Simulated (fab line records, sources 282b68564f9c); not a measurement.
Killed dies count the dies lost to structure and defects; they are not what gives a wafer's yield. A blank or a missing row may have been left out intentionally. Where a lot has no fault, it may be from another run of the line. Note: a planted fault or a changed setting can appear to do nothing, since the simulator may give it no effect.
A struck lot beside a sound one ; flow rit-cmos ; 26 steps out of a route of 202
Sound: wafers L148.2, L148.4, L148.6. Struck: wafer L147.5 (L147.1, L147.3, from the same lot, were not struck and are left out); the cause is given at the end.
At each step with rows: each side's tool, then ch and its chambers, then its first start. Under that, the readings that differ: sound wafers ; struck wafers ; difference of the means ; sigmas: that difference in standard deviations of wafers without a fault.
alike: readings whose means differ by less than 2 such deviations, and words and numbers that are the same on both sides. not compared: withheld readings, readings that some wafer has no value for, bounds like >300 that may hide the same value, and numbers for which the record gives no deviation and whose values overlap.
Wherever a step has rows on one side only, a row that says differs or no value, or a row with sigmas, the two part there. When numbers do not overlap yet have no deviation, they are printed without sigmas and do not part them. A reading that every wafer of one side lacks parts them only if that side has two wafers or more.

first, 4 steps without rows for these wafers: RIT_CONTACT_SOFTBAKE_04 (time 60 s); RIT_CONTACT_EXPOSE_05 (exposes mask M11, target cd 1000 nm); RIT_CONTACT_PEB_06; RIT_CONTACT_DEVELOP_07 (develop time 120 s).
RIT_CONTACT_CD_MEAS_08: the cd target is 1000 nm.
  sound on cd-sem-02 at day 5 21:07; struck on cd-sem-02 at day 5 17:43
  alike: cd-nm
RIT_CONTACT_OVL_MEAS_09:
  sound on overlay-01 at day 5 21:13; struck on overlay-02 at day 5 17:50
  alike: CONTACT_OVL
then, 1 step without rows for these wafers: RIT_CONTACT_HARDBAKE_10 (time 60 s).
RIT_CONTACT_ETCH_11: etches SiO2 in CHF3/CF4/Ar, stops on TiSi2, target depth 480 nm, time 320 s.
  sound on rie-diel-04 ch 1,3, day 5 21:28; struck on rie-diel-04 ch 1, day 5 18:01
  alike: drypump-motor-current-A, oes-product-au, throttle-valve-pct
  not compared: rf-hours-counter-h
RIT_CONTACT_STRIP_12: strips in O2, time 180 s.
  sound on plasma-asher-04 ch 0,1, day 5 21:40; struck on plasma-asher-02 ch 0, day 5 18:13
  alike: drypump-motor-current-A
  not compared: rf-hours-counter-h
RIT_CONTACT_CD_MEAS_90: the cd target is 1000 nm.
  sound on cd-sem-01 at day 5 21:51; struck on cd-sem-01 at day 5 18:23
  alike: cd-nm
then, 2 steps without rows for these wafers: RIT_CONTACT_CLEAN_13 (cleans in SC1, time 600 s); RIT_CONTACT_CLEAN_14 (cleans in SC2, time 600 s).
RIT_M1_SPUTTER_00: material Al, target thk 400 nm, time 500 s.
  sound on pvd-sputter-02 at day 5 22:18; struck on pvd-sputter-03 at day 5 18:52
reading;sound;struck;difference;sigmas
cathode-dc-power-W (W);2000.0 1999.2 2000.0;1732.0;-267.7;-99 or more
model.Al_of_M1_SPUTTER_00.thk-nm (nm);402.4 401.9 403.6;350.2;-52.4;
  alike: throttle-valve-pct
RIT_M1_RS_MEAS_01: uses a four-point probe to measure.
  sound on film-metro-04 at day 5 22:37; struck on film-metro-02 at day 5 19:26
reading;sound;struck;difference;sigmas
M1_AL_RS (ohm/sq);0.0729 0.0729 0.0728;0.0840;+0.0111;+14
  not compared: hold
RIT_M1_THK_MEAS_02: measures by xrf.
  sound on film-metro-04 at day 5 22:44; struck on film-metro-02 at day 5 22:55
reading;sound;struck;difference;sigmas
M1_AL_THK (nm);403 399 404;350;-52;-11
  not compared: hold
then, 5 steps without rows for these wafers: RIT_M1_COAT_04 (resist thk 1300 nm); RIT_M1_SOFTBAKE_05 (time 60 s); RIT_M1_EXPOSE_06 (exposes mask M12, target cd 2600 nm); RIT_M1_PEB_07; RIT_M1_DEVELOP_08 (develop time 68 s).
RIT_M1_CD_MEAS_09: the cd target is 2600 nm.
  sound on cd-sem-02 at day 5 23:41; struck on cd-sem-01 at day 6 02:01
  alike: cd-nm
RIT_M1_OVL_MEAS_10:
  sound on overlay-01 at day 5 23:47; struck on overlay-01 at day 6 02:08
  alike: M1_OVL
then, 1 step without rows for these wafers: RIT_M1_HARDBAKE_11 (time 120 s).
RIT_M1_METAL_ETCH_12: etches Al in Cl2/BCl3, stops on SiO2, time 165 s, target depth 600 nm.
  sound on rie-metal-04 ch 0, day 6 00:04; struck on rie-metal-01 ch 1, day 6 02:25
reading;sound;struck;difference;sigmas
oes-product-au (a.u.);0.778 0.770 0.782;0.729;-0.048;-4
  alike: drypump-motor-current-A, throttle-valve-pct
  not compared: rf-hours-counter-h
then, 1 step without rows for these wafers: RIT_M1_STRIP_13 (strips in nmp, time 600 s).
RIT_M1_PROBE_99:
  sound on prober-02 at day 6 02:22; struck on prober-01 at day 6 09:18
reading;sound;struck;difference;sigmas
hold;- - -;await-dispo/4.1h/release;no value on the sound wafers;
  alike: defect-limited-yield, killed-at-contacts, killed-at-front-end, killed-dies, killed-open, killed-short, sort_bin_3_pad_short, sort_bin_5_function, sort_bin_6_memory, sort-n-pass, sort-yield-pct

WHERE THEY PART
Last at RIT_M1_PROBE_99 as far as this record goes, first at RIT_M1_SPUTTER_00.

WHY: the cause the simulator had injected
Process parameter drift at RIT_M1_SPUTTER_00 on pvd-sputter-03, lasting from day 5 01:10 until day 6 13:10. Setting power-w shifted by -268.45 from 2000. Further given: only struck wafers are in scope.
